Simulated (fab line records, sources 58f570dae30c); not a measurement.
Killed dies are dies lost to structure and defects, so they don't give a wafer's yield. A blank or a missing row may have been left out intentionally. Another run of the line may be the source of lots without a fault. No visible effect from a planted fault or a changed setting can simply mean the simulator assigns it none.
Which tool was responsible? | flow berkeley_cmos170 | 14 lots, 42 wafers sampled, at 3 steps of a route of 331

WHAT THE GAUGES READ, wafer by wafer
UCB170_M1_OVL_MEAS_10.
lot  | measured     | on         | M1_OVL (nm)
L459 | day 7 13:20  | overlay-01 | 0 6 1
L461 | day 8 10:01  | overlay-02 | 8 8 14
L462 | day 8 11:59  | overlay-02 | -12 -4 -7
L460 | day 8 12:15  | overlay-01 | 4 -3 0
L466 | day 9 08:15  | overlay-02 | -4 2 -3
L465 | day 9 08:25  | overlay-01 | -7 -9 -4
L468 | day 10 08:00 | overlay-01 | 2 -2 4
L467 | day 10 08:24 | overlay-02 | -7 -10 -9
L472 | day 10 20:24 | overlay-01 | 5 5 7
L473 | day 10 22:55 | overlay-02 | 3 13 2
L477 | day 11 16:05 | overlay-02 | 2 -3 -3
L478 | day 11 17:20 | overlay-02 | -5 3 2
L479 | day 12 00:33 | overlay-01 | 15 0 16
L482 | day 12 18:38 | overlay-01 | 9 4 -6

UCB170_V1_THK_MEAS_01.
lot  | measured     | on            | V1_TEOS_THK (nm)
L459 | day 7 15:54  | film_metro-04 | 1981 2022 2014
L461 | day 8 11:56  | film_metro-02 | 2015 2045 2032
L462 | day 8 13:55  | film_metro-04 | 2008 2052 2032
L460 | day 8 15:14  | film_metro-04 | 1992 1979 2018
L466 | day 9 10:10  | film_metro-02 | 1995 1984 2028
L465 | day 9 11:30  | film_metro-04 | 2020 1997 2035
L468 | day 10 09:55 | film_metro-04 | 2000 2022 2035
L467 | day 10 11:16 | film_metro-04 | 1991 2010 2028
L472 | day 10 22:19 | film_metro-03 | 1945 1942 1938
L473 | day 11 00:59 | film_metro-04 | 1926 1946 1937
L477 | day 11 19:06 | film_metro-04 | 1983 2018 2036
L478 | day 11 20:26 | film_metro-03 | 1978 1968 2016
L479 | day 12 02:28 | film_metro-03 | 1991 1988 2028
L482 | day 12 20:41 | film_metro-04 | 2017 2051 2036

TOOL THAT RAN EACH LOT (tool first, then ch and the chambers of the sampled wafers, then the start)
lot  | UCB170_V1_CVD_00
L459 | pecvd-03 ch 0,2, day 7 15:43
L461 | pecvd-03 ch 0,2, day 8 11:46
L462 | pecvd-03 ch 0,1, day 8 13:44
L460 | pecvd-04 ch 0,1,2, day 8 15:04
L466 | pecvd-03 ch 0,2, day 9 10:01
L465 | pecvd-02 ch 0,1, day 9 11:21
L468 | pecvd-03 ch 0,1, day 10 09:46
L467 | pecvd-04 ch 1,2, day 10 11:06
L472 | pecvd-03 ch 0,1, day 10 22:09
L473 | pecvd-03 ch 1,2, day 11 00:49
L477 | pecvd-04 ch 0,1, day 11 18:56
L478 | pecvd-02 ch 1,2, day 11 20:16
L479 | pecvd-02 ch 0,1, day 12 02:19
L482 | pecvd-02 ch 0,2, day 12 20:32
- UCB170_V1_CVD_00: deposits SiO2 from TEOS/O2, target thk 2000 nm, time 250 s.

WHAT THE TOOLS THEMSELVES READ (means of the sampled wafers that have a number; where no wafer has one, the mark that the record gives instead)
UCB170_V1_CVD_00.
lot  | tool     | heater_power_w (W) | rf_fwd_power_W (W)
L459 | pecvd-03 | 245                | 548.3
L461 | pecvd-03 | 196                | 548.6
L462 | pecvd-03 | 246                | 548.1
L460 | pecvd-04 | 213                | 548.5
L466 | pecvd-03 | 233                | 549.7
L465 | pecvd-02 | 229                | 549.0
L468 | pecvd-03 | 270                | 547.1
L467 | pecvd-04 | 228                | 548.2
L472 | pecvd-03 | 306                | 481.8
L473 | pecvd-03 | 264                | 481.9
L477 | pecvd-04 | 190                | 548.8
L478 | pecvd-02 | 266                | 548.7
L479 | pecvd-02 | 209                | 550.1
L482 | pecvd-02 | 232                | 548.4

THE ANSWER, worked out from the rows above alone
Rule: the usual values come from the lots themselves. The widest of any qualifying gaps counts: lots, ordered by their means at a reading, are off when they make up no more than a third of the lots, leave a main group of 4 or more, and stand apart from it by 3 or more times the standard deviation of that group's means. If all means in a main group match to the digits the tables above print for the reading, that group is not used. A lot without any number at a reading at which 4 lots or more have one is off too. The other lots that the step has rows for count as sound. First the gauges in route order, then the tools' own readings, where a lot's mean is used as printed above. The first step at which some lot is off is used, and at that step the reading that is off furthest; a lot without a number counts as furthest.
Off: at UCB170_V1_THK_MEAS_01 (V1_TEOS_THK), L472, L473. For the main group the mean is 2012 nm and the standard deviation 14.
If a tool, at a process step before that reading, ran all the lots that are off and no sound lot after the first of them, it fits. Not tried: the gauges at UCB170_V1_THK_MEAS_01; whatever is off there is also off at UCB170_V1_CVD_00, on other tools, and gauge error can't account for it. One fits: UCB170_V1_CVD_00 on pecvd-03. A fault onset in the window from L468 (day 10 09:46, its last sound lot) to L472 (day 10 22:09, its first lot off) fits.
On the lots that are off, the tool's own readings at UCB170_V1_CVD_00 differ by more than 5 times the standard deviation of the sound lots' means, which bears it out; rf_fwd_power_W reads 481.9 W there versus 548.6 W on the sound lots.

WHAT THE SIMULATOR PUT IN
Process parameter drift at UCB170_V1_CVD_00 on pecvd-03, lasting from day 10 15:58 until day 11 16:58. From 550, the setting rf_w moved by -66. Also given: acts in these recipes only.
Lots struck among those shown: L472, L473. The rule above found the same.
